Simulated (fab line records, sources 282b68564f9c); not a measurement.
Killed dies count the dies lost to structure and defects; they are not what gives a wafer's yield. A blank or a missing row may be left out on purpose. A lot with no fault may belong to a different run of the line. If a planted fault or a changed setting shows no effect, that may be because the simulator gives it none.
Which of the tools did it? ; flow ritCmos ; 7 lots with 21 wafers sampled at 2 steps, on a route of 202 steps

WHAT THE GAUGES SHOWED, per wafer
RIT_M1_CD_MEAS_90 targets a cd of 2600 nm.
lot;measured;on;cdNm (nm)
L324;day 4 02:29;cdSem-01;- - -
L327;day 4 17:24;cdSem-02;2595.3 2594.1 2596.1
L335;day 6 08:16;cdSem-02;2604.1 2604.6 2603.6
L337;day 6 17:37;cdSem-02;2601.2 2597.1 2599.1
L340;day 7 11:10;cdSem-01;2605.3 2601.1 2603.2
L342;day 7 20:08;cdSem-02;2594.9 2595.4 2594.9
L344;day 8 06:57;cdSem-02;2603.3 2606.0 2602.5

TOOL THAT RAN EACH LOT (tool first, then ch and the chambers of the sampled wafers, then the start)
lot;RIT_M1_METAL_ETCH_12
L324;rieMetal-04 ch 0,1, day 4 01:58
L327;rieMetal-04 ch 0,1, day 4 16:51
L335;rieMetal-02 ch 1, day 6 07:44
L337;rieMetal-03 ch 0,1, day 6 17:05
L340;rieMetal-03 ch 0,1, day 7 10:39
L342;rieMetal-03 ch 0, day 7 19:37
L344;rieMetal-03 ch 1, day 8 06:25
- RIT_M1_METAL_ETCH_12: etches Al in Cl2/BCl3, stops on SiO2, time 165 s, target depth 600 nm.

THE ANSWER, worked out from the rows above alone
Rule: what is usual is taken from the lots themselves. Put in order of their means at a reading, lots are off if they are a third of the lots or fewer, leave a main group of 4 or more, and stand apart from it by a gap of 3 or more times the standard deviation of the main group's means; of several such gaps the widest counts. The tables above print the reading to a certain number of digits; a main group whose means all agree to those digits is not used. A lot without any number at a reading at which 4 lots or more have one is off too. Any other lot the step has rows for is counted as sound.
Off: L324, at RIT_M1_CD_MEAS_90 (cdNm). Without a number there: L324. For the main group the mean is 2600.1 nm and the standard deviation 3.9.
If a tool, at a process step before that reading, ran all the lots that are off and no sound lot after the first of them, it fits. Gauges at RIT_M1_CD_MEAS_90: tried the same way as those tools. Of those tried, none fits.

WHAT THE SIMULATOR HAD PUT IN
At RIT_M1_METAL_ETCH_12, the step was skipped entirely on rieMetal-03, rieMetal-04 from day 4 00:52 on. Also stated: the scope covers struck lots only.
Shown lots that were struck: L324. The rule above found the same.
